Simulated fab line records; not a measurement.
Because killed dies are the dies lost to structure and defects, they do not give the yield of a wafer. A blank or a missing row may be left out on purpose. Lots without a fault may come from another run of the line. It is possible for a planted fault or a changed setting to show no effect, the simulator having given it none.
Struck lot and sound lot, side by side ; flow rit_cmos ; 33 out of 202 route steps
Sound: the wafers L922.2, L922.3, L922.4. The struck wafers were L934.1, L934.2, L934.6. The cause is given at the end.
Each step with rows lists, per side, the tool, then ch with its chambers, then its first start. Under that, the readings that differ: sound wafers ; struck wafers ; difference of the means ; sigmas: that difference in standard deviations of wafers without a fault.
alike: words and numbers the same on both sides, and readings whose means are apart by under 2 such deviations; not compared: readings that were withheld, readings missing a value for some wafer, numbers with overlapping values and no deviation given by the record, and bounds like >300 which may hide the same value.
Wherever a step has rows on one side only, a row that says differs or no value, or a row with sigmas, the two part there. Numbers that don't overlap but have no deviation are shown without sigmas and don't part them. Lack of a reading on every wafer of one side parts them only where that side has two or more wafers.

RIT_ACTIVE_BOW_MEAS_00:
  sound: film_metro-03 at day 2 01:01; struck: film_metro-04 at day 4 13:00
  alike: INCOMING_BOW
RIT_ACTIVE_OXIDATION_01: target thk 46.8 nm, ox time 3360 s.
  sound on furnace-02 ch 0, day 2 01:07; struck on furnace-02 ch 0, day 4 13:07
reading;sound;struck;difference;sigmas
ox_time_s (s);3360 3360 3360;2184 2184 2184;-1176;
model.SiO2_of_ACTIVE_OXIDATION_01.thk_nm (nm);49.36 49.93 49.04;37.79 38.56 37.56;-11.47;
RIT_ACTIVE_THK_MEAS_02:
  sound: film_metro-02 at day 2 03:04; struck: film_metro-04 at day 4 15:03
reading;sound;struck;difference;sigmas
ACTIVE_OXIDE_THK (nm);49.4 49.9 49.0;37.8 38.5 37.6;-11.5;-14
then, 1 step without rows for these wafers: RIT_ACTIVE_CVD_03 (deposits Si3N4 from SiH2Cl2/NH3, target thk 150 nm, time 1500 s).
RIT_ACTIVE_THK_MEAS_04:
  sound: film_metro-04 at day 2 04:32; struck: film_metro-03 at day 4 16:32
  alike: ACTIVE_NITRIDE_THK
then, 6 steps without rows for these wafers: RIT_ACTIVE_HMDS_05 (prime time 60 s); RIT_ACTIVE_COAT_06 (resist thk 1000 nm); RIT_ACTIVE_SOFTBAKE_07 (time 60 s); RIT_ACTIVE_EXPOSE_08 (exposes mask M1, target cd 1400 nm); RIT_ACTIVE_PEB_09; RIT_ACTIVE_DEVELOP_10 (develop time 50 s).
RIT_ACTIVE_CD_MEAS_11 targets a cd of 1400 nm.
  sound: cd_sem-02 at day 2 05:35; struck: cd_sem-01 at day 4 17:26
  alike: cd_nm
then, 1 step without rows for these wafers: RIT_ACTIVE_HARDBAKE_12 (time 60 s).
RIT_ACTIVE_ETCH_13: etches Si3N4 in SF6, stops on SiO2, time 210 s, target depth 210 nm.
  sound on rie_diel-04 ch 0,1,2, day 2 05:50; struck on rie_diel-02 ch 2,3, day 4 17:43
  alike: drypump_motor_current_A, oes_product_au, throttle_valve_pct
  not compared: rf_hours_counter_h
RIT_ACTIVE_STRIP_14: strips in O2, time 180 s.
  sound on plasma_asher-04 ch 0,1, day 2 05:58; struck on plasma_asher-04 ch 0,1, day 4 17:50
  alike: drypump_motor_current_A
  not compared: rf_hours_counter_h
RIT_ACTIVE_CD_MEAS_90 targets a cd of 1400 nm.
  sound: cd_sem-01 at day 2 06:10; struck: cd_sem-01 at day 4 18:01
  alike: cd_nm
then, 4 steps without rows for these wafers: RIT_ACTIVE_CLEAN_15 (cleans in SC1, time 600 s); RIT_ACTIVE_CLEAN_16 (cleans in dHF, time 30 s); RIT_ACTIVE_CLEAN_17 (cleans in SC2, time 600 s); RIT_FOX1_OXIDATION_00 (target thk 350.7 nm, ox time 1130 s).
RIT_FOX1_THK_MEAS_01:
  sound: film_metro-04 at day 2 07:58; struck: film_metro-04 at day 4 20:29
  alike: FOX1_OXIDE_THK
then, 2 steps without rows for these wafers: RIT_FOX1_WET_ETCH_02 (etches SiO2 in BOE, target depth 350 nm, time 390 s); RIT_FOX2_OXIDATION_00 (target thk 350.7 nm, ox time 1130 s).
RIT_FOX2_THK_MEAS_01:
  sound: film_metro-01 at day 2 09:28; struck: film_metro-01 at day 4 21:58
  alike: FOX2_OXIDE_THK
then, 1 step without rows for these wafers: RIT_FOX2_CLEAN_02 (cleans in dHF, time 174 s).
RIT_FOX2_WET_ETCH_03: etches Si3N4 in H3PO4, target depth 195 nm, time 2700 s.
  sound on wet_bench-02 ch 2, day 2 09:34; struck on wet_bench-02 ch 1, day 4 22:05
reading;sound;struck;difference;sigmas
model.SiO2_of_ACTIVE_OXIDATION_01.thk_nm (nm);43.89 41.58 40.75;32.88 34.13 33.21;-8.67;
  alike: temp_c
RIT_FOX2_THK_MEAS_90:
  sound: film_metro-02 at day 2 10:29; struck: film_metro-01 at day 4 22:50
  alike: FIELD_OXIDE_LEFT_1_THK
then, 4 steps without rows for these wafers: RIT_NWELL_HMDS_00 (prime time 60 s); RIT_NWELL_COAT_01 (resist thk 1300 nm); RIT_NWELL_SOFTBAKE_02 (time 60 s); RIT_NWELL_EXPOSE_03 (exposes mask M2, target cd 43900 nm).
RIT_GATE_ETCH_19: etches poly-Si in SF6/CHF3/O2, stops on SiO2, time 165 s, target depth 312.5 nm.
  sound on rie_si-01 ch 0,1,3, day 3 04:08; struck on rie_si-01 ch 0,1,2, day 5 15:33
reading;sound;struck;difference;sigmas
model.GATE.cd_nm (nm);148.4 147.4 145.7;171.2 171.5 171.3;+24.2;
  alike: O2_flow_sccm, drypump_motor_current_A, he_backside_leak_sccm, oes_product_au, throttle_valve_pct
  not compared: rf_hours_counter_h
RIT_M1_PROBE_99:
  sound: prober-02 at day 4 00:05; struck: prober-02 at day 6 11:28
reading;sound;struck;difference;sigmas
model.etest.pmos_turned.r_on_ohm_um;3251 3249 3230;3921 3874 3920;+662;
model.etest.pmos_0p15.r_on_ohm_um;2685 2656 2613;3292 3272 3313;+641;
model.etest.nldd.width_nm (nm);3172 3136 3139;3254 3251 3267;+108;
model.etest.pldd.width_nm (nm);3167 3135 3156;3272 3270 3256;+113;
model.etest.pplus_sal.width_nm (nm);3444 3424 3438;3510 3511 3520;+78;
model.etest.nplus_sal.width_nm (nm);3458 3422 3433;3525 3511 3533;+85;
model.etest.nmos_0p15.r_on_ohm_um;1093 1083 1075;1296 1279 1303;+209;
  alike: killed_at_contacts, killed_at_front_end, killed_dies, killed_open, killed_short
  not compared: model.etest.nmos_narrow.drive_ua_um

## WHERE THEY PART
RIT_ACTIVE_THK_MEAS_02 only, going by this record. Later steps at which nothing parts them and some readings are alike: RIT_ACTIVE_THK_MEAS_04, RIT_ACTIVE_CD_MEAS_11, RIT_ACTIVE_ETCH_13, RIT_ACTIVE_STRIP_14, RIT_ACTIVE_CD_MEAS_90, RIT_FOX1_THK_MEAS_01, RIT_FOX2_THK_MEAS_01, RIT_FOX2_WET_ETCH_03, RIT_FOX2_THK_MEAS_90, RIT_GATE_ETCH_19, RIT_M1_PROBE_99.

WHY: what the simulator had put in
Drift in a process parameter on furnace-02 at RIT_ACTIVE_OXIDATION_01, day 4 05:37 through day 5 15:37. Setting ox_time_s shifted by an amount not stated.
